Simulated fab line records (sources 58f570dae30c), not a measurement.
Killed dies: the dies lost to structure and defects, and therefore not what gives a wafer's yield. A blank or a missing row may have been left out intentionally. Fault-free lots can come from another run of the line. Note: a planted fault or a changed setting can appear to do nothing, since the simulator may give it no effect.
What tool caused it? | flow berkeley-cmos170 | 14 lots, 42 wafers sampled, at 6 steps of a route of 331

== WHAT EACH GAUGE READ, for each wafer ==
UCB170_CONTACT_THK_MEAS_02. Usual: CONTACT_PSG_THK gives 698 nm (standard deviation 7.1).
lot  | measured     | on            | CONTACT_PSG_THK (nm) | flag
L850 | day 6 13:40  | film-metro-04 | 708 693 702          |
L849 | day 6 15:49  | film-metro-01 | 695 696 697          |
L852 | day 6 22:39  | film-metro-04 | 696 701 699          |
L854 | day 7 13:26  | film-metro-02 | 702 709 704          |
L857 | day 7 21:16  | film-metro-01 | 705 701 702          |
L855 | day 7 22:14  | film-metro-02 | 701 698 705          |
L856 | day 8 06:51  | film-metro-02 | 701 699 703          |
L859 | day 8 06:53  | film-metro-02 | 691 691 688          |
L864 | day 10 10:16 | film-metro-01 | 706 713 710          |
L866 | day 10 11:46 | film-metro-04 | 702 706 700          |
L869 | day 10 23:46 | film-metro-01 | 697 704 697          |
L870 | day 10 23:47 | film-metro-04 | 706 702 702          |
L872 | day 11 16:43 | film-metro-04 | 695 695 698          |
L871 | day 11 16:44 | film-metro-01 | 695 698 697          |

UCB170_M2_CD_MEAS_15: target cd 700 nm. Usual: 700.4 nm for cd-nm, sd 1.3.
lot  | measured     | on        | cd-nm (nm)        | flag
L850 | day 7 03:56  | cd-sem-02 | 699.3 700.2 699.0 |
L849 | day 7 07:56  | cd-sem-01 | 699.9 699.3 699.5 |
L852 | day 7 15:24  | cd-sem-01 | 698.7 700.1 699.1 |
L854 | day 8 02:52  | cd-sem-01 | 702.6 699.4 700.4 |
L857 | day 8 11:38  | cd-sem-01 | 700.5 699.4 699.8 |
L855 | day 8 11:14  | cd-sem-01 | 700.9 700.1 699.9 |
L856 | day 8 21:23  | cd-sem-01 | 699.9 700.3 700.2 |
L859 | day 8 21:38  | cd-sem-02 | 703.3 702.4 702.1 |
L864 | day 10 23:32 | cd-sem-01 | 701.3 700.1 701.7 |
L866 | day 11 08:30 | cd-sem-01 | 700.6 700.8 701.1 |
L869 | day 11 16:11 | cd-sem-02 | 702.4 702.7 701.5 |
L870 | day 11 15:48 | cd-sem-01 | 697.5 698.9 698.9 |
L872 | day 12 06:19 | cd-sem-02 | 700.6 701.1 700.5 |
L871 | day 12 06:35 | cd-sem-02 | 699.1 699.2 697.6 |

UCB170_M3_CD_MEAS_90: target cd 700 nm. Usual: 700 nm for cd-nm, sd 3.3.
lot  | measured     | on        | cd-nm (nm)  | flag
L850 | day 7 10:29  | cd-sem-01 | 697 696 695 |
L849 | day 7 14:37  | cd-sem-01 | 697 704 699 |
L852 | day 7 21:10  | cd-sem-01 | 705 705 705 |
L854 | day 8 09:01  | cd-sem-02 | 697 700 700 |
L857 | day 8 17:41  | cd-sem-02 | 701 712 701 |
L855 | day 8 17:21  | cd-sem-02 | 700 703 696 |
L856 | day 9 03:55  | cd-sem-01 | 704 702 699 |
L859 | day 9 04:07  | cd-sem-02 | 715 703 702 |
L864 | day 11 10:44 | cd-sem-01 | 702 702 702 |
L866 | day 11 16:35 | cd-sem-02 | 696 700 697 |
L869 | day 11 23:08 | cd-sem-02 | 701 703 701 |
L870 | day 11 22:35 | cd-sem-01 | 701 702 702 |
L872 | day 12 14:50 | cd-sem-02 | 697 695 698 |
L871 | day 12 15:55 | cd-sem-02 | 695 696 698 |

== WHICH TOOL RAN EACH LOT (tool, then ch and the chambers of the sampled wafers, then the start) ==
lot  | UCB170_M3_ETCH_17                  | UCB170_M3_METAL_ETCH_18           | UCB170_M3_STRIP_19
L850 | rie-diel-03 ch 2,3, day 7 10:05    | rie-metal-01 ch 0, day 7 10:07    | plasma-asher-01 ch 0, day 7 10:19
L849 | rie-diel-03 ch 2,3, day 7 14:11    | rie-metal-01 ch 0,1, day 7 14:14  | plasma-asher-03 ch 0,1, day 7 14:25
L852 | rie-diel-02 ch 0,1,3, day 7 20:47  | rie-metal-02 ch 0,1, day 7 20:53  | plasma-asher-01 ch 0,1, day 7 21:02
L854 | rie-diel-03 ch 0,1,3, day 8 08:41  | rie-metal-01 ch 0,1, day 8 08:43  | plasma-asher-04 ch 0,1, day 8 08:55
L857 | rie-diel-03 ch 1,2,3, day 8 17:19  | rie-metal-02 ch 0,1, day 8 17:25  | plasma-asher-01 ch 0,1, day 8 17:34
L855 | rie-diel-02 ch 0,1, day 8 17:01    | rie-metal-03 ch 0,1, day 8 17:04  | plasma-asher-03 ch 0,1, day 8 17:15
L856 | rie-diel-03 ch 0,2,3, day 9 03:32  | rie-metal-03 ch 0,1, day 9 03:38  | plasma-asher-04 ch 0,1, day 9 03:48
L859 | rie-diel-01 ch 0,2, day 9 03:47    | rie-metal-02 ch 0,1, day 9 03:49  | plasma-asher-03 ch 0,1, day 9 04:01
L864 | rie-diel-03 ch 0,2,3, day 11 10:25 | rie-metal-03 ch 0,1, day 11 10:27 | plasma-asher-03 ch 0,1, day 11 10:38
L866 | rie-diel-03 ch 0,1,2, day 11 16:13 | rie-metal-01 ch 0,1, day 11 16:19 | plasma-asher-03 ch 0,1, day 11 16:28
L869 | rie-diel-02 ch 0,1,2, day 11 22:49 | rie-metal-02 ch 0,1, day 11 22:51 | plasma-asher-01 ch 0,1, day 11 23:02
L870 | rie-diel-01 ch 0,1,2, day 11 22:14 | rie-metal-01 ch 0,1, day 11 22:17 | plasma-asher-01 ch 0,1, day 11 22:28
L872 | rie-diel-02 ch 1,2,3, day 12 14:31 | rie-metal-02 ch 0,1, day 12 14:33 | plasma-asher-04 ch 0,1, day 12 14:44
L871 | rie-diel-03 ch 0,1,3, day 12 15:34 | rie-metal-01 ch 0,1, day 12 15:36 | plasma-asher-03 ch 0, day 12 15:47
- UCB170_M3_ETCH_17: etches BARC in N2/H2.
- UCB170_M3_METAL_ETCH_18: etches Al in Cl2/BCl3, stops on SiO2, target depth 1170 nm, time 195 s.
- UCB170_M3_STRIP_19: strips in O2.

== WHAT THE TOOLS THEMSELVES READ (means of the sampled wafers that have a number; where no wafer has one, the mark that the record gives instead) ==
UCB170_M3_ETCH_17. Usual: drypump-motor-current-A 5.6 A, standard deviation 0.51; oes-product-au 0.998 a.u., standard deviation 0.026; throttle-valve-pct 13.32 %, standard deviation 0.13.
lot  | tool        | drypump-motor-current-A (A) | oes-product-au (a.u.) | throttle-valve-pct (%) | flag
L850 | rie-diel-03 | 5.3                         | 1.021                 | 13.34                  |
L849 | rie-diel-03 | 5.8                         | 1.017                 | 13.23                  |
L852 | rie-diel-02 | 5.5                         | 0.990                 | 13.38                  |
L854 | rie-diel-03 | 5.5                         | 1.000                 | 13.38                  |
L857 | rie-diel-03 | 5.7                         | 1.004                 | 13.30                  |
L855 | rie-diel-02 | 5.5                         | 1.010                 | 13.31                  |
L856 | rie-diel-03 | 5.5                         | 1.009                 | 13.30                  |
L859 | rie-diel-01 | 5.9                         | 0.974                 | 13.40                  |
L864 | rie-diel-03 | 5.5                         | 1.006                 | 13.31                  |
L866 | rie-diel-03 | 5.8                         | 1.001                 | 13.25                  |
L869 | rie-diel-02 | 5.2                         | 1.001                 | 13.26                  |
L870 | rie-diel-01 | 5.9                         | 0.996                 | 13.32                  |
L872 | rie-diel-02 | 5.6                         | 0.998                 | 13.27                  |
L871 | rie-diel-03 | 5.5                         | 0.998                 | 13.37                  |

UCB170_M3_METAL_ETCH_18. Usual: drypump-motor-current-A 5.3 A, standard deviation 0.32; he-backside-leak-sccm 3.24 sccm, standard deviation 0.19; oes-product-au 0.868 a.u., standard deviation 0.012; throttle-valve-pct 24.30 %, standard deviation 0.18.
lot  | tool         | drypump-motor-current-A (A) | he-backside-leak-sccm (sccm) | oes-product-au (a.u.) | throttle-valve-pct (%) | flag
L850 | rie-metal-01 | 4.8                         | 3.14                         | 0.855                 | 24.37                  |
L849 | rie-metal-01 | 5.1                         | 3.12                         | 0.865                 | 24.52                  |
L852 | rie-metal-02 | 5.6                         | 3.40                         | 0.876                 | 24.14                  |
L854 | rie-metal-01 | 5.1                         | 3.16                         | 0.869                 | 24.52                  |
L857 | rie-metal-02 | 5.6                         | 3.34                         | 0.843                 | 24.16                  |
L855 | rie-metal-03 | 5.6                         | 3.47                         | 0.872                 | 24.11                  |
L856 | rie-metal-03 | 5.6                         | 3.40                         | 0.879                 | 24.12                  |
L859 | rie-metal-02 | 5.6                         | 3.48                         | 0.852                 | 24.15                  |
L864 | rie-metal-03 | 5.5                         | 3.67                         | 0.869                 | 24.11                  |
L866 | rie-metal-01 | 5.0                         | 3.10                         | 0.869                 | 24.44                  |
L869 | rie-metal-02 | 5.5                         | 3.26                         | 0.866                 | 24.17                  |
L870 | rie-metal-01 | 5.0                         | 3.10                         | 0.871                 | 24.44                  |
L872 | rie-metal-02 | 5.6                         | 3.29                         | 0.875                 | 24.14                  |
L871 | rie-metal-01 | 5.0                         | 3.06                         | 0.863                 | 24.45                  |

UCB170_M3_STRIP_19. Usual: drypump-motor-current-A 5.8 A, standard deviation 0.49; oes-product-au 0.531 a.u., standard deviation 0.016.
lot  | tool            | drypump-motor-current-A (A) | oes-product-au (a.u.) | flag
L850 | plasma-asher-01 | 6.6                         | 0.527                 |
L849 | plasma-asher-03 | 5.8                         | 0.520                 |
L852 | plasma-asher-01 | 5.9                         | 0.511                 |
L854 | plasma-asher-04 | 5.5                         | 0.526                 |
L857 | plasma-asher-01 | 6.2                         | 0.590                 | OFF
L855 | plasma-asher-03 | 5.8                         | 0.553                 |
L856 | plasma-asher-04 | 5.5                         | 0.543                 |
L859 | plasma-asher-03 | 6.0                         | 0.582                 | OFF
L864 | plasma-asher-03 | 5.9                         | 0.541                 |
L866 | plasma-asher-03 | 5.9                         | 0.522                 |
L869 | plasma-asher-01 | 5.9                         | 0.528                 |
L870 | plasma-asher-01 | 5.9                         | 0.536                 |
L872 | plasma-asher-04 | 5.2                         | 0.525                 |
L871 | plasma-asher-03 | 6.0                         | 0.526                 |

== THE ANSWER, worked out from the rows above alone ==
Rule: a lot is off if the mean of its wafers that have a number lies more than 3 standard deviations from the usual mean. Also off: a lot with no number at a reading for which 4 or more lots have one. Where the step has rows for the other lots, those lots are counted as sound. First the gauges in route order, then the tools' own readings, where a lot's mean is used as printed above. At the first step where some lot is off, the reading lying furthest off is the one used; lots without a number count as furthest.
Off, at UCB170_M3_STRIP_19 on oes-product-au: L857, L859.
If a tool, at that step or one of the process steps before it, ran each lot that is off and ran no sound lot following the first of them, it fits. None of those tried fits.

== WHAT WAS PUT IN BY THE SIMULATOR ==
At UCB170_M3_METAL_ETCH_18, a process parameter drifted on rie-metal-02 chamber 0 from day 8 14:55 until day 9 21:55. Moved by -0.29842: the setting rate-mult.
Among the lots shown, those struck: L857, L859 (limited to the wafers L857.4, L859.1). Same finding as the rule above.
